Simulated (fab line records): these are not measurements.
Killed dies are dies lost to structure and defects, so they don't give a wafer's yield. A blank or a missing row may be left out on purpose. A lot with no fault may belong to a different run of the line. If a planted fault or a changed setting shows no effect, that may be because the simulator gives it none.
fab line records	flow rit-cmos
record lots=7	wafers=21	last-day=7
route steps=202 shown ACTIVE@14 FOX1@20 FOX2@23 NWELL@28 PWELL@39 WELLDRIVE@50 NRETRO@53 M1@202
lots that met no fault: from a run of the same line without faults
start-h: hours from the record's first day to the start of the lot's first wafer shown	wait-h: hours from the lot's prior step to this one	" unchanged from the row above	L1.1+2: several wafers, shown together as one row	- no value, or no start given	* or withheld: withheld	< > ~ a bound
route shown NAME@n: names a module that has steps shown in the file, with the first one's number in the route	usual: mean/standard deviation taken from wafers without a fault	same: alike in all rows	chamber/n: place in a boat	sites: readings site by site	_std_site: standard deviation of those values	_edge_site: inner sites' mean taken away from outer sites' mean	radius-mm: for every site, how far away it sits from the centre of the wafer	mask NAME#n: copy n	behind: the tool/chamber that last shaped the wafer	hold: cause of the lot's hold/its duration in hours/its outcome	device: the n, p or np transistor that did not switch	end of line: the route-end tests of the same wafers	where a step has no rows: the recipe by itself	killed: dies that structure and defects cost at the first sort, which is not the same as the wafer's yield	map: a wafer's dies, marking killed ones x, the rest . and places with no die _
set.NAME: the setting the step ran with; set.NAME@STEP: the setting that earlier step ran with	model.NAME: the simulator's own value behind a step, which no gauge read
lots at selected steps of the route; one table per step, one row per wafer
services: a tool's chamber out of use, with start hour (start-h, from the record's first day; less than 0 if before it), hours out, and reason
## steps
# step RIT_ACTIVE_ETCH_13
# recipe stop-on=SiO2	chemistry=SF6	target=Si3N4	time-s=210	over-etch-frac=0.3667	SF6_flow_sccm=200	pressure-mtorr=260	rf-w=125	target-depth-a=2100
# usual drypump-motor-current-A=5.9/0.38	oes-product-au=0.831/0.017	throttle-valve-pct=7.51/0.14
lot.wafer	tool	chamber	start-h	wait-h	drypump-motor-current-A	oes-product-au	rf-hours-counter-h	throttle-valve-pct
L507.4	rie-diel-01	3	44.83	0.1	6.1	0.829	35	7.32
L507.5	"	1	"	"	5.7	0.819	-	7.36
L507.6	"	2	"	"	5.6	0.830	-	7.49
L509.4	rie-diel-03	1	55.42	0.1	5.2	0.837	-	7.53
L509.5	"	3	"	"	5.5	0.820	-	7.48
L509.6	"	0	"	"	5.9	0.855	-	7.52
L514.1	rie-diel-04	3	79.83	0.1	5.3	0.843	108	7.60
L514.3	"	2	"	"	5.9	0.835	121	7.40
L514.6	"	3	"	"	5.3	0.848	-	7.60
L515.4	rie-diel-01	1	84.78	0.1	5.7	0.824	-	7.36
L515.5	"	3	"	"	6.1	0.840	-	7.32
L515.6	"	0	"	"	6.5	0.813	-	7.76
L522.1	rie-diel-04	0	121.14	0.1	6.3	0.840	20	7.40
L522.3	"	3	"	"	5.3	0.847	109	7.59
L522.6	"	2	"	"	5.9	0.829	-	7.38
L523.1	rie-diel-03	1	125.36	0.1	5.2	0.845	154	7.51
L523.2	"	0	"	"	5.9	0.854	152	7.50
L523.4	"	0	"	"	5.9	0.864	-	7.50
L524.2	rie-diel-01	3	130.61	0.1	6.1	0.838	37	7.33
L524.3	"	2	"	"	5.6	0.833	1	7.48
L524.4	"	1	"	"	5.7	0.821	7	7.36
# step RIT_ACTIVE_STRIP_14
# recipe chemistry=O2	time-s=180	resist=NOVOLAK	platen-temp-c=withheld	power-w=500	pressure-mtorr=4000	o2-flow-sccm=4000
# usual drypump-motor-current-A=5.5/0.5
lot.wafer	tool	chamber	start-h	wait-h	drypump-motor-current-A	rf-hours-counter-h
L507.4	plasma-asher-01	1	45.03	0.1	5.9	-
L507.5	"	1	"	"	6.0	-
L507.6	"	0	"	"	5.1	-
L509.4	plasma-asher-01	0	55.54	0.1	5.1	-
L509.5	"	1	"	"	5.9	-
L509.6	"	0	"	"	5.1	-
L514.1	plasma-asher-01	1	79.97	0.1	5.9	45
L514.3	"	1	"	"	5.9	-
L514.6	"	1	"	"	5.9	-
L515.4	plasma-asher-01	0	84.90	0.1	5.1	-
L515.5	"	0	"	"	5.1	-
L515.6	"	1	"	"	6.0	-
L522.1	plasma-asher-04	1	121.27	0.1	6.1	50
L522.3	"	1	"	"	6.1	-
L522.6	"	0	"	"	4.9	-
L523.1	plasma-asher-04	0	125.49	0.1	5.0	50
L523.2	"	1	"	"	6.1	50
L523.4	"	0	"	"	5.0	-
L524.2	plasma-asher-04	0	130.74	0.1	5.0	50
L524.3	"	0	"	"	5.0	-
L524.4	"	1	"	"	6.1	-
# step RIT_ACTIVE_CD_MEAS_90
# recipe target-cd-nm=1400
# usual cd-nm=1399.9/2.6
lot.wafer	tool	chamber	start-h	wait-h	cd-nm
L507.4	cd-sem-02	-	45.21	0.1	1398.2
L507.5	"	-	"	"	1397.1
L507.6	"	-	"	"	1397.6
L509.4	cd-sem-02	-	55.72	0.1	1401.9
L509.5	"	-	"	"	1399.6
L509.6	"	-	"	"	1402.3
L514.1	cd-sem-01	-	80.14	0.1	1398.9
L514.3	"	-	"	"	1397.9
L514.6	"	-	"	"	1398.8
L515.4	cd-sem-02	-	85.08	0.1	1401.2
L515.5	"	-	"	"	1401.1
L515.6	"	-	"	"	1400.7
L522.1	cd-sem-02	-	121.45	0.1	1401.6
L522.3	"	-	"	"	1403.0
L522.6	"	-	"	"	1403.6
L523.1	cd-sem-02	-	125.67	0.1	1402.7
L523.2	"	-	"	"	1398.5
L523.4	"	-	"	"	1403.0
L524.2	cd-sem-02	-	130.94	0.1	1397.6
L524.3	"	-	"	"	1397.5
L524.4	"	-	"	"	1398.8
# step RIT_ACTIVE_CLEAN_15
# recipe chemistry=SC1	mix=3:3:50	time-s=600	temp-c=75
# step RIT_ACTIVE_CLEAN_16
# recipe chemistry=dHF	dilution=50:1	time-s=30
# step RIT_ACTIVE_CLEAN_17
# recipe chemistry=SC2	mix=3:3:50	time-s=600	temp-c=75	dry=n2-spin
# step RIT_FOX1_OXIDATION_00
# recipe temp-c=1100	ambient=H2O	target-thk-a=3507	p-h2o-torr=720	ox-time-s=1130
# step RIT_FOX1_THK_MEAS_01
# recipe reads=SiO2_of_FOX1_OXIDATION_00
# usual FOX1_OXIDE_THK=345/6
lot.wafer	tool	chamber	start-h	wait-h	FOX1_OXIDE_THK[nm]
L507.4	film-metro-01	-	47.16	0.0	348
L507.5	"	-	"	"	350
L507.6	"	-	"	"	349
L509.4	film-metro-03	-	57.49	0.0	350
L509.5	"	-	"	"	346
L509.6	"	-	"	"	347
L514.1	film-metro-03	-	81.96	0.0	339
L514.3	"	-	"	"	348
L514.6	"	-	"	"	349
L515.4	film-metro-03	-	87.36	0.0	342
L515.5	"	-	"	"	343
L515.6	"	-	"	"	338
L522.1	film-metro-04	-	125.21	0.0	359
L522.3	"	-	"	"	357
L522.6	"	-	"	"	353
L523.1	film-metro-03	-	129.53	0.0	346
L523.2	"	-	"	"	347
L523.4	"	-	"	"	335
L524.2	film-metro-01	-	134.10	0.0	343
L524.3	"	-	"	"	343
L524.4	"	-	"	"	342
# step RIT_FOX1_WET_ETCH_02
# recipe chemistry=BOE	target-depth-nm=350	time-s=390	temp-c=21.5	dry=n2-spin	dilution=10:1	target=SiO2
# step RIT_FOX2_OXIDATION_00
# recipe temp-c=1100	ambient=H2O	target-thk-a=3507	p-h2o-torr=720	ox-time-s=1130
# step RIT_FOX2_THK_MEAS_01
# recipe reads=SiO2_of_FOX2_OXIDATION_00
# usual FOX2_OXIDE_THK=346/6.6
lot.wafer	tool	chamber	start-h	wait-h	FOX2_OXIDE_THK[nm]
L507.4	film-metro-02	-	49.49	0.0	343
L507.5	"	-	"	"	341
L507.6	"	-	"	"	345
L509.4	film-metro-03	-	58.98	0.0	347
L509.5	"	-	"	"	347
L509.6	"	-	"	"	349
L514.1	film-metro-01	-	83.45	0.0	351
L514.3	"	-	"	"	353
L514.6	"	-	"	"	350
L515.4	film-metro-02	-	88.86	0.0	344
L515.5	"	-	"	"	344
L515.6	"	-	"	"	344
L522.1	film-metro-01	-	128.13	0.0	338
L522.3	"	-	"	"	339
L522.6	"	-	"	"	341
L523.1	film-metro-01	-	131.02	0.0	343
L523.2	"	-	"	"	350
L523.4	"	-	"	"	345
L524.2	film-metro-01	-	135.59	0.0	342
L524.3	"	-	"	"	349
L524.4	"	-	"	"	352
# step RIT_FOX2_CLEAN_02
# recipe chemistry=dHF	dilution=50:1	time-s=180
# step RIT_FOX2_WET_ETCH_03
# recipe chemistry=H3PO4	target=Si3N4	target-depth-nm=195	temp-c=165	time-s=2700
lot.wafer	tool	chamber	start-h	wait-h
L507.4+5+6	wet-bench-04	2	49.59	0.0
L509.4+5+6	wet-bench-03	2	59.07	0.0
L514.1+3+6	wet-bench-03	3	83.57	0.0
L515.4+5+6	wet-bench-03	2	88.95	0.0
L522.1+3+6	wet-bench-04	2	128.26	0.0
L523.1+2+4	wet-bench-04	2	131.14	0.0
L524.2+3+4	wet-bench-04	3	135.70	0.0
# step RIT_FOX2_THK_MEAS_90
# recipe reads=SiO2_of_FOX2_OXIDATION_00
# usual FIELD_OXIDE_LEFT_1_THK=319/6.6
lot.wafer	tool	chamber	start-h	wait-h	FIELD_OXIDE_LEFT_1_THK[nm]
L507.4	film-metro-03	-	50.37	0.0	315
L507.5	"	-	"	"	313
L507.6	"	-	"	"	318
L509.4	film-metro-03	-	59.86	0.0	320
L509.5	"	-	"	"	320
L509.6	"	-	"	"	321
L514.1	film-metro-03	-	84.33	0.0	323
L514.3	"	-	"	"	326
L514.6	"	-	"	"	323
L515.4	film-metro-03	-	89.74	0.0	318
L515.5	"	-	"	"	318
L515.6	"	-	"	"	317
L522.1	film-metro-03	-	129.02	0.0	311
L522.3	"	-	"	"	311
L522.6	"	-	"	"	313
L523.1	film-metro-01	-	131.89	0.0	316
L523.2	"	-	"	"	322
L523.4	"	-	"	"	317
L524.2	film-metro-03	-	136.47	0.0	314
L524.3	"	-	"	"	321
L524.4	"	-	"	"	324
# step RIT_NWELL_HMDS_00
# recipe prime-time-s=60	prime-temp-c=140
# step RIT_NWELL_COAT_01
# recipe resist=NOVOLAK	spin-rpm=2000	resist-thk-nm=1300
# step RIT_NWELL_SOFTBAKE_02
# recipe resist=NOVOLAK	temp-c=90	time-s=60
# step RIT_NWELL_EXPOSE_03
# recipe mask-id=M2	na=0.57	target-cd-nm=43900	dose-mj=250
# step RIT_NWELL_PEB_04
# recipe resist=NOVOLAK	temp-c=withheld	time-s=withheld
# step RIT_NWELL_DEVELOP_05
# recipe resist=NOVOLAK	develop-time-s=68	dev-temp-c=23
# step RIT_NWELL_OVL_MEAS_06
# usual NWELL_OVL=-0.8/1.4
lot.wafer	tool	chamber	start-h	wait-h	NWELL_OVL[nm]
L507.4	overlay-02	-	51.36	-	0.0
L507.5	"	-	"	"	-1.8
L507.6	"	-	"	"	-0.9
L509.4	overlay-01	-	60.91	-	1.2
L509.5	"	-	"	"	0.5
L509.6	"	-	"	"	-0.6
L514.1	overlay-01	-	85.40	-	-3.5
L514.3	"	-	"	"	-2.3
L514.6	"	-	"	"	-2.8
L515.4	overlay-01	-	90.97	-	-1.7
L515.5	"	-	"	"	-0.4
L515.6	"	-	"	"	0.5
L522.1	overlay-02	-	130.25	-	-1.8
L522.3	"	-	"	"	-1.0
L522.6	"	-	"	"	-2.4
L523.1	overlay-01	-	132.83	-	-1.7
L523.2	"	-	"	"	-0.8
L523.4	"	-	"	"	-2.8
L524.2	overlay-01	-	137.53	-	2.2
L524.3	"	-	"	"	0.1
L524.4	"	-	"	"	-0.1
# step RIT_NWELL_HARDBAKE_07
# recipe resist=NOVOLAK	temp-c=140	time-s=120
# step RIT_NWELL_IMPLANT_08
# recipe species=P	energy-kev=170	dose-cm2=4.905e+13	tilt-deg=7
# step RIT_NWELL_STRIP_09
# recipe chemistry=O2	time-s=180	resist=NOVOLAK	platen-temp-c=withheld	power-w=500	pressure-mtorr=4000	o2-flow-sccm=4000
# usual drypump-motor-current-A=5.5/0.38
lot.wafer	tool	chamber	start-h	wait-h	drypump-motor-current-A	rf-hours-counter-h
L507.4	plasma-asher-03	0	51.84	0.1	5.0	-
L507.5	"	0	"	"	5.0	-
L507.6	"	1	"	"	6.0	-
L509.4	plasma-asher-01	1	61.38	0.1	5.9	-
L509.5	"	1	"	"	5.9	-
L509.6	"	0	"	"	5.1	-
L514.1	plasma-asher-03	0	85.83	0.1	5.0	42
L514.3	"	1	"	"	6.0	-
L514.6	"	1	"	"	6.0	-
L515.4	plasma-asher-01	1	91.45	0.1	6.0	-
L515.5	"	1	"	"	5.9	-
L515.6	"	0	"	"	5.1	-
L522.1	plasma-asher-01	1	130.69	0.1	6.0	51
L522.3	"	1	"	"	6.0	-
L522.6	"	0	"	"	5.1	-
L523.1	plasma-asher-01	0	133.27	0.1	5.1	51
L523.2	"	1	"	"	5.9	51
L523.4	"	1	"	"	5.9	-
L524.2	plasma-asher-02	1	137.96	0.1	5.7	33
L524.3	"	1	"	"	5.7	-
L524.4	"	0	"	"	5.6	-
# step RIT_NWELL_TW_MEAS_10
# usual NWELL_TW=2124/21
lot.wafer	tool	chamber	start-h	wait-h	NWELL_TW
L507.4	film-metro-02	-	51.99	0.1	2115
L507.5	"	-	"	"	2128
L507.6	"	-	"	"	2117
L509.4	film-metro-03	-	61.53	0.1	2112
L509.5	"	-	"	"	2089
L509.6	"	-	"	"	2106
L514.1	film-metro-03	-	86.01	0.1	2096
L514.3	"	-	"	"	2099
L514.6	"	-	"	"	2102
L515.4	film-metro-04	-	91.60	0.1	2156
L515.5	"	-	"	"	2148
L515.6	"	-	"	"	2150
L522.1	film-metro-04	-	130.86	0.1	2147
L522.3	"	-	"	"	2140
L522.6	"	-	"	"	2127
L523.1	film-metro-03	-	133.45	0.1	2107
L523.2	"	-	"	"	2085
L523.4	"	-	"	"	2100
L524.2	film-metro-02	-	138.14	0.1	2130
L524.3	"	-	"	"	2123
L524.4	"	-	"	"	2119
# step RIT_PWELL_HMDS_00
# recipe prime-time-s=60	prime-temp-c=140
# step RIT_PWELL_COAT_01
# recipe resist=NOVOLAK	spin-rpm=2000	resist-thk-nm=1300
# step RIT_PWELL_SOFTBAKE_02
# recipe resist=NOVOLAK	temp-c=90	time-s=60
# step RIT_PWELL_EXPOSE_03
# recipe mask-id=M3	na=0.57	target-cd-nm=43700	dose-mj=250
# step RIT_PWELL_PEB_04
# recipe resist=NOVOLAK	temp-c=withheld	time-s=withheld
# step RIT_PWELL_DEVELOP_05
# recipe resist=NOVOLAK	develop-time-s=70.64	dev-temp-c=23
# step RIT_PWELL_OVL_MEAS_06
# usual PWELL_OVL=-0.9/1.2
lot.wafer	tool	chamber	start-h	wait-h	PWELL_OVL[nm]
L507.4	overlay-01	-	53.04	-	-2.5
L507.5	"	-	"	"	-1.0
L507.6	"	-	"	"	-1.9
L509.4	overlay-02	-	62.46	-	-0.3
L509.5	"	-	"	"	0.4
L509.6	"	-	"	"	-2.8
L514.1	overlay-01	-	86.96	-	-0.8
L514.3	"	-	"	"	-2.5
L514.6	"	-	"	"	-2.8
L515.4	overlay-01	-	92.65	-	-2.0
L515.5	"	-	"	"	0.2
L515.6	"	-	"	"	-0.4
L522.1	overlay-01	-	131.80	-	0.2
L522.3	"	-	"	"	0.2
L522.6	"	-	"	"	-2.5
L523.1	overlay-02	-	134.51	-	-0.5
L523.2	"	-	"	"	-1.3
L523.4	"	-	"	"	2.5
L524.2	overlay-02	-	139.20	-	-0.2
L524.3	"	-	"	"	0.0
L524.4	"	-	"	"	-0.6
# step RIT_PWELL_HARDBAKE_07
# recipe resist=NOVOLAK	temp-c=140	time-s=120
# step RIT_PWELL_IMPLANT_08
# recipe species=B	energy-kev=170	dose-cm2=7e+13	tilt-deg=7
# step RIT_PWELL_STRIP_09
# recipe chemistry=O2	time-s=180	resist=NOVOLAK	platen-temp-c=withheld	power-w=500	pressure-mtorr=4000	o2-flow-sccm=4000
# usual drypump-motor-current-A=5.6/0.38
lot.wafer	tool	chamber	start-h	wait-h	drypump-motor-current-A	rf-hours-counter-h
L507.4	plasma-asher-01	1	53.52	0.1	5.9	-
L507.5	"	1	"	"	5.9	-
L507.6	"	0	"	"	5.1	-
L509.4	plasma-asher-04	1	62.94	0.1	6.1	-
L509.5	"	0	"	"	4.9	-
L509.6	"	1	"	"	6.1	-
L514.1	plasma-asher-04	0	87.40	0.1	5.0	46
L514.3	"	0	"	"	5.0	-
L514.6	"	0	"	"	4.9	-
L515.4	plasma-asher-04	0	93.13	0.1	5.0	-
L515.5	"	1	"	"	6.1	-
L515.6	"	0	"	"	5.0	-
L522.1	plasma-asher-01	1	132.24	0.1	6.0	51
L522.3	"	1	"	"	6.0	-
L522.6	"	1	"	"	5.9	-
L523.1	plasma-asher-02	0	134.95	0.1	5.6	33
L523.2	"	1	"	"	5.7	33
L523.4	"	1	"	"	5.7	-
L524.2	plasma-asher-02	1	139.63	0.1	5.7	33
L524.3	"	0	"	"	5.6	-
L524.4	"	1	"	"	5.7	-
# step RIT_PWELL_TW_MEAS_10
# usual PWELL_TW=948/8.8
lot.wafer	tool	chamber	start-h	wait-h	PWELL_TW
L507.4	film-metro-02	-	53.66	0.1	949
L507.5	"	-	"	"	949
L507.6	"	-	"	"	949
L509.4	film-metro-04	-	63.08	0.1	959
L509.5	"	-	"	"	960
L509.6	"	-	"	"	959
L514.1	film-metro-02	-	87.57	0.1	958
L514.3	"	-	"	"	948
L514.6	"	-	"	"	957
L515.4	film-metro-03	-	93.27	0.1	939
L515.5	"	-	"	"	941
L515.6	"	-	"	"	941
L522.1	film-metro-02	-	132.41	0.1	943
L522.3	"	-	"	"	946
L522.6	"	-	"	"	943
L523.1	film-metro-03	-	135.12	0.1	939
L523.2	"	-	"	"	933
L523.4	"	-	"	"	932
L524.2	film-metro-03	-	139.82	0.1	936
L524.3	"	-	"	"	937
L524.4	"	-	"	"	937
# step RIT_WELLDRIVE_ANNEAL_00
# recipe temp-c=1100	time-s=14700	ambient=N2
# step RIT_WELLDRIVE_RS_MEAS_01
# recipe thk-meas-gauge=four-point-probe
# usual NWELL_RS=278.6/0.78
lot.wafer	tool	chamber	start-h	wait-h	NWELL_RS[ohm/sq]
L507.4	film-metro-02	-	58.84	0.1	278.5
L507.5	"	-	"	"	278.5
L507.6	"	-	"	"	278.9
L509.4	film-metro-03	-	68.51	0.1	279.6
L509.5	"	-	"	"	280.0
L509.6	"	-	"	"	279.4
L514.1	film-metro-02	-	92.72	0.0	279.4
L514.3	"	-	"	"	278.7
L514.6	"	-	"	"	279.5
L515.4	film-metro-04	-	98.45	0.1	277.9
L515.5	"	-	"	"	279.1
L515.6	"	-	"	"	278.6
L522.1	film-metro-03	-	138.30	0.0	278.5
L522.3	"	-	"	"	279.2
L522.6	"	-	"	"	279.3
L523.1	film-metro-04	-	140.66	0.0	279.1
L523.2	"	-	"	"	279.7
L523.4	"	-	"	"	280.0
L524.2	film-metro-02	-	144.97	0.0	278.6
L524.3	"	-	"	"	278.7
L524.4	"	-	"	"	278.2
# step RIT_WELLDRIVE_RS_MEAS_02
# recipe thk-meas-gauge=four-point-probe
# usual PWELL_RS=429.7/1.3
lot.wafer	tool	chamber	start-h	wait-h	PWELL_RS[ohm/sq]
L507.4	film-metro-02	-	58.96	0.1	431.2
L507.5	"	-	"	"	431.5
L507.6	"	-	"	"	432.3
L509.4	film-metro-03	-	68.63	0.1	430.0
L509.5	"	-	"	"	428.1
L509.6	"	-	"	"	428.3
L514.1	film-metro-02	-	92.84	0.1	428.2
L514.3	"	-	"	"	427.6
L514.6	"	-	"	"	429.5
L515.4	film-metro-04	-	98.57	0.1	431.0
L515.5	"	-	"	"	430.9
L515.6	"	-	"	"	430.5
L522.1	film-metro-03	-	138.42	0.1	430.7
L522.3	"	-	"	"	429.7
L522.6	"	-	"	"	429.7
L523.1	film-metro-04	-	140.78	0.1	428.8
L523.2	"	-	"	"	427.8
L523.4	"	-	"	"	429.2
L524.2	film-metro-02	-	145.09	0.1	430.1
L524.3	"	-	"	"	430.0
L524.4	"	-	"	"	430.1
# step RIT_NRETRO_HMDS_00
# recipe prime-time-s=60	prime-temp-c=140
# step RIT_NRETRO_COAT_01
# recipe resist=NOVOLAK	spin-rpm=2000	resist-thk-nm=1300
# step RIT_NRETRO_SOFTBAKE_02
# recipe resist=NOVOLAK	temp-c=90	time-s=60
# step RIT_M1_PROBE_99
# usual killed-at-contacts=0.1/0.24	killed-at-front-end=6.7/2.9	killed-dies=6.8/2.9	killed-on-rim=1.8/1.3	killed-open=3.5/1.8	killed-short=3.3/2.1
# same gross-dies=264	killed_at_M0_to_M3=0	killed_at_M4_up=0	killed-at-back-side=0	killed-at-other=0
lot.wafer	tool	chamber	start-h	wait-h	killed-at-contacts	killed-at-front-end	killed-dies	killed-on-rim	killed-open	killed-short
L507.4	prober-02	-	87.40	0.2	0	4	4	1	3	1
L507.5	prober-02	-	87.45	0.2	0	6	6	0	2	4
L507.6	prober-02	-	87.50	0.2	0	6	6	0	2	4
L509.4	prober-02	-	96.89	0.2	0	6	6	3	4	2
L509.5	prober-02	-	96.94	0.2	0	15	15	6	7	8
L509.6	prober-02	-	96.99	0.2	0	6	6	1	3	3
L514.1	prober-01	-	121.85	0.1	0	5	5	1	4	1
L514.3	prober-01	-	121.95	0.2	0	10	10	1	6	4
L514.6	prober-01	-	122.10	0.2	0	5	5	2	5	0
L515.4	prober-02	-	129.35	0.2	0	5	5	0	2	3
L515.5	prober-02	-	129.40	0.2	0	9	9	3	6	3
L515.6	prober-02	-	129.45	0.2	0	1	1	1	0	1
L522.1	prober-02	-	166.54	0.1	0	26	26	11	1	7
L522.3	prober-02	-	166.64	0.2	0	28	28	7	2	4
L522.6	prober-02	-	166.79	0.2	0	31	31	8	4	2
L523.1	prober-02	-	168.67	0.1	0	28	28	7	4	2
L523.2	prober-02	-	168.72	0.1	0	24	24	7	0	1
L523.4	prober-02	-	168.82	0.2	0	26	26	6	2	2
L524.2	prober-01	-	173.56	0.1	0	32	32	0	1	3
L524.3	prober-01	-	173.61	0.2	1	27	28	1	3	2
L524.4	prober-01	-	173.66	0.2	0	30	30	2	3	6
# killed by level:class
L507.4 FOX2:geometric-particle:open=1 GATE:geometric-particle:short=1 SPACER:geometric-particle:open=1 SILICIDE:geometric-particle:open=1
L507.5 FOX1:geometric-particle:short=1 FOX2:geometric-particle:open=1 GATE:geometric-particle:short=1 GATE:geometric-particle:open=1 REOX:geometric-particle:short=1 SILICIDE:geometric-particle:short=1
L507.6 REOX:geometric-particle:short=2 GATE:geometric-particle:open=1 GATE:geometric-particle:short=1 REOX:geometric-particle:open=1 SILICIDE:geometric-particle:short=1
L509.4 GATE:geometric-particle:open=2 REOX:geometric-particle:short=2 SILICIDE:geometric-particle:open=2
L509.5 REOX:geometric-particle:short=4 GATE:geometric-particle:short=3 GATE:geometric-particle:open=3 REOX:geometric-particle:open=2 FOX2:geometric-particle:open=1 SILICIDE:geometric-particle:short=1 SILICIDE:geometric-particle:open=1
L509.6 GATE:geometric-particle:short=2 FOX1:geometric-particle:open=1 GATE:geometric-particle:open=1 REOX:geometric-particle:short=1 REOX:geometric-particle:open=1
L514.1 FOX2:geometric-particle:short=1 GATE:geometric-particle:open=1 REOX:geometric-particle:open=1 SPACER:geometric-particle:open=1 SILICIDE:geometric-particle:open=1
L514.3 SILICIDE:geometric-particle:open=3 REOX:geometric-particle:open=2 SILICIDE:geometric-particle:short=2 GATE:geometric-particle:short=1 SPACER:geometric-particle:open=1 SPACER:geometric-particle:short=1
L514.6 GATE:geometric-particle:open=3 FOX2:geometric-particle:open=1 SILICIDE:geometric-particle:open=1
L515.4 GATE:geometric-particle:short=2 FOX1:geometric-particle:open=1 REOX:geometric-particle:short=1 REOX:geometric-particle:open=1
L515.5 GATE:geometric-particle:short=2 GATE:geometric-particle:open=2 SPACER:geometric-particle:open=2 REOX:geometric-particle:short=1 REOX:geometric-particle:open=1 SILICIDE:geometric-particle:open=1
L515.6 GATE:geometric-particle:short=1
L522.1 FOX2:unspecified=18 FOX1:geometric-particle:short=2 REOX:geometric-particle:short=2 ACTIVE:geometric-particle:short=1 GATE:geometric-particle:short=1 SPACER:geometric-particle:open=1 SILICIDE:geometric-particle:short=1
L522.3 FOX2:unspecified=22 GATE:geometric-particle:short=3 ACTIVE:geometric-particle:open=1 FOX1:geometric-particle:short=1 GATE:geometric-particle:open=1
L522.6 FOX2:unspecified=25 SILICIDE:geometric-particle:open=2 FOX1:geometric-particle:open=1 FOX2:geometric-particle:open=1 REOX:geometric-particle:short=1 SILICIDE:geometric-particle:short=1
L523.1 FOX2:unspecified=21 GATE:geometric-particle:open=3 FOX2:geometric-particle:open=1 FOX2:geometric-particle:short=1 SILICIDE:geometric-particle:short=1 PLDD:coat-microbubble-printed=1
L523.2 FOX2:unspecified=22 GATE:geometric-particle:short=1 PLDD:coat-microbubble-printed=1
L523.4 FOX2:unspecified=21 FOX1:geometric-particle:open=1 GATE:geometric-particle:short=1 GATE:geometric-particle:open=1 REOX:geometric-particle:short=1 PLDD:coat-microbubble-printed=1
L524.2 FOX2:unspecified=28 GATE:geometric-particle:short=3 GATE:geometric-particle:open=1
L524.3 FOX2:unspecified=23 FOX1:geometric-particle:short=1 GATE:geometric-particle:open=1 REOX:geometric-particle:short=1 SPACER:geometric-particle:open=1 CONTACT:geometric-particle:open=1
L524.4 FOX2:unspecified=21 GATE:geometric-particle:short=3 SPACER:geometric-particle:short=2 GATE:geometric-particle:open=1 REOX:geometric-particle:open=1 SILICIDE:geometric-particle:open=1 SILICIDE:geometric-particle:short=1
# map L522.6 (x killed, . not)
________......._______
_____.........x...____
____...............___
___.................__
__..................._
__.......x..x........_
_.....................
_....x...x............
_.....................
_.....................
__........x.........._
__.........x........._
___..x.xxx..........__
____x.xxxxxxxx.....___
_____..xxxxxxx.x..____
________xxx...._______
# map L523.1 (x killed, . not)
________......._______
_____..x..........____
____...............___
___.................__
__.............x....._
__..........x........_
_.....................
_.....................
_.........x...........
_.....................
__.....x.x..........x_
__........x.........._
___....x.xxx........__
____..xxxxxx.x.....___
_____..xxxxxx.....____
________xxx...._______
## services
tool	chamber	start-h	hours	kind
rie-diel-03	2	54.87	5.5	repair
rie-diel-01	1	59.20	21.4	repair
rie-diel-04	-	62.88	2.8	pm
rie-diel-04	3	70.85	2.9	repair
rie-diel-01	2	80.58	-	clean
rie-diel-01	2	80.58	10.5	scheduled-down
rie-diel-01	2	80.58	10.5	vent-cycle
rie-diel-03	1	82.92	14.0	repair
plasma-asher-02	-	86.70	8.5	repair
wet-bench-04	-	98.42	3.7	repair
plasma-asher-02	-	108.22	1.9	repair
plasma-asher-03	-	108.75	9.0	pm
plasma-asher-03	0	108.75	9.0	vent-cycle
plasma-asher-03	1	108.75	9.0	vent-cycle
plasma-asher-01	-	115.41	1.7	repair
plasma-asher-03	0	117.75	-	clean
plasma-asher-03	1	117.75	-	clean
rie-diel-03	3	119.29	17.7	repair
plasma-asher-04	-	119.81	1.1	repair
plasma-asher-03	-	129.50	4.1	repair
plasma-asher-03	-	135.38	6.6	repair
rie-diel-03	1	136.96	-	clean
rie-diel-03	1	136.96	14.2	scheduled-down
rie-diel-03	1	136.96	14.2	vent-cycle
## key
first-sign step=RIT_M1_PROBE_99	reading=killed-at-front-end	direction=up	sigmas=7.4	usual=6.7	struck=28
effect step=RIT_M1_PROBE_99	reading=killed-dies	direction=up	sigmas=7.3	usual=6.8	struck=28.1
met-at RIT_FOX2_WET_ETCH_03
struck-wafers L522.1,L522.3,L522.6,L523.1,L523.2,L523.4,L524.2,L524.3,L524.4
tester-left-out L522,L523,L524
onset-between 49.59 128.26
also-fits time
fault kind=chamber-particle-source	tool=wet-bench-04	chamber=-	onset-h=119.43	steps=RIT_FOX2_WET_ETCH_03	rate-per-visit-cm2=0.49682	end-h=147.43
# tester-left-out: of these lots the tester's yield and bins aren't shown, on N5 and GAA mostly nor the transistor test; their killed dies are dies lost to structure and defects alone, not to doping, threshold or leakage, so they don't give the yield
